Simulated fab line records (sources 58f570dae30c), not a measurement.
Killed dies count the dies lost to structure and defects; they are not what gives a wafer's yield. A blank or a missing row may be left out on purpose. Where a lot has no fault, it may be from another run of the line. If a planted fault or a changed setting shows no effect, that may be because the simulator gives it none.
Matching of chambers    flow berkeley-cmos170    UCB170_V2_ETCH_14 on rie-diel-04: 4 sister chambers
The step etches SiO2 in CHF3/CF4/Ar, stops on Al, target depth 1250 nm, time 291 s. 14 wafers are shown with their chamber, then 7 later ones without.

## WAFERS PAIRED WITH THEIR CHAMBERS
wafer   chamber  throttle-valve-pct (%)  oes-product-au (a.u.)
L581.1  3        7.01                    0.871
L581.2  2        7.10                    0.907
L581.6  1        7.00                    0.875
L583.1  3        7.00                    0.875
L583.5  0        6.96                    0.887
L583.6  3        7.00                    0.872
L586.2  3        7.01                    0.871
L586.4  1        7.02                    0.865
L586.5  3        7.01                    0.862
L589.1  0        6.97                    0.885
L589.2  3        7.00                    0.870
L589.3  3        7.00                    0.873
L590.1  3        7.00                    0.866
L590.2  0        6.96                    0.884

SIGNATURES (averages over the wafers above)
reading             chamber 0  chamber 1  chamber 2  chamber 3  scatter within a chamber
throttle-valve-pct  6.9633     7.0100     7.1000     7.0038     0.00674
oes-product-au      0.88533    0.87000    0.90700    0.87000    0.00418
Rule: for each reading, subtract the chamber's mean from the wafer's reading, divide by that reading's scatter and square the result; add these up over the readings and take the root, which gives the wafer's distance from the chamber. If the next closest chamber is less than 2 further off than the closest, the wafer can't be placed; otherwise it belongs to the closest. How the scatter is found: for the shown wafers, subtract from each reading the mean of its chamber, square and add these, divide the total by (wafers less chambers), then take the root.

## WAFERS MISSING THEIR CHAMBER
wafer   throttle-valve-pct (%)  oes-product-au (a.u.)
L590.4  6.96                    0.879
L594.3  7.00                    0.869
L594.4  7.10                    0.893
L594.5  6.97                    0.890
L593.1  6.98                    0.883
L593.4  7.02                    0.867
L593.6  7.10                    0.896

## WHICH CHAMBER EACH ONE RAN IN
wafer   from the rows above      in truth
L590.4  0                        0
L594.3  can't be placed: 3 or 1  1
L594.4  2                        2
L594.5  0                        0
L593.1  0                        0
L593.4  can't be placed: 1 or 3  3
L593.6  2                        2
Correct placement for 5 of the 7. Unplaceable from these rows: 2, with the true chamber sitting among the candidates in 2. 0 placed wrongly.
